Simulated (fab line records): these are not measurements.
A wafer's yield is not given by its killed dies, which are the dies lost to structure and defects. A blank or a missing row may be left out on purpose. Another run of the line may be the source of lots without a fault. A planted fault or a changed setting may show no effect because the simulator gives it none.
The tool behind it: which one? ; flow berkeley cmos170 ; Sampling: 14 lots, 42 wafers, 2 of 331 route steps

== WHAT EACH GAUGE READ, for each wafer ==
UCB170_ACTIVE_THK_MEAS_03. Usual: for ACTIVE_OXIDE_THK the level is 26.4 nm and the standard deviation is 0.48.
lot;measured;on;ACTIVE_OXIDE_THK (nm);flag
L772;day 4 01:32;film metro-03;26.7 26.5 26.7;
L771;day 4 01:32;film metro-02;26.7 25.9 26.5;
L773;day 4 06:43;film metro-02;26.0 26.4 26.1;
L774;day 4 06:43;film metro-03;26.7 26.5 26.7;
L775;day 4 23:05;film metro-03;27.2 27.0 26.9;
L777;day 4 23:06;film metro-04;26.6 26.4 26.3;
L778;day 5 08:38;film metro-04;27.2 26.6 26.5;
L781;day 5 15:13;film metro-03;26.2 26.5 26.8;
L782;day 5 15:13;film metro-02;25.8 25.7 25.6;
L786;day 6 20:59;film metro-02;26.3 26.0 26.1;
L789;day 7 02:17;film metro-02;26.2 26.0 26.4;
L791;day 7 23:40;film metro-04;26.5 26.5 26.6;
L790;day 7 23:41;film metro-02;27.0 27.3 27.1;
L792;day 7 23:41;film metro-03;27.0 27.1 26.9;

UCB170_SPACER_THK_MEAS_01. Usual: for SPACER_TEOS_THK the level is 374 nm and the standard deviation is 5.1.
lot;measured;on;SPACER_TEOS_THK (nm);flag
L772;day 6 04:59;film metro-02;372 377 381;
L771;day 6 06:14;film metro-04;369 372 379;
L773;day 6 06:02;film metro-01;370 370 374;
L774;day 6 06:29;film metro-01;371 364 377;
L775;day 7 03:08;film metro-01;373 368 375;
L777;day 7 02:18;film metro-04;371 378 376;
L778;day 7 11:52;film metro-02;378 371 376;
L781;day 7 22:16;film metro-02;369 378 379;
L782;day 7 21:35;film metro-01;372 375 375;
L786;day 9 11:15;film metro-04;372 374 374;
L789;day 9 16:32;film metro-01;376 382 386;
L791;day 10 10:04;film metro-02;376 375 382;
L790;day 10 09:40;film metro-04;363 375 371;
L792;day 10 09:29;film metro-04;376 382 384;

== TOOL THAT RAN EACH LOT (tool first, then ch and the chambers of the sampled wafers, then the start) ==
Record: no process step prior to these readings.

== AS READ BY THE TOOLS THEMSELVES (means over the sampled wafers that have a number; for cases with no such wafer, the mark the record gives instead) ==
The record holds no such reading with a usual standard deviation.

== THE ANSWER, worked out from the rows above alone ==
Rule: lot off if the mean of its wafers having a number is beyond 3 standard deviations from the usual mean. Also off: a lot with no number at a reading for which 4 or more lots have one. Any other lot the step has rows for is counted as sound. First the gauges in route order, then the tools' own readings, where a lot's mean is used as printed above. At the first step where some lot is off, the reading lying furthest off is the one used; lots without a number count as furthest.
None of the lots is off at any reading shown; this tells nothing.

== WHAT THE SIMULATOR HAD PUT IN ==
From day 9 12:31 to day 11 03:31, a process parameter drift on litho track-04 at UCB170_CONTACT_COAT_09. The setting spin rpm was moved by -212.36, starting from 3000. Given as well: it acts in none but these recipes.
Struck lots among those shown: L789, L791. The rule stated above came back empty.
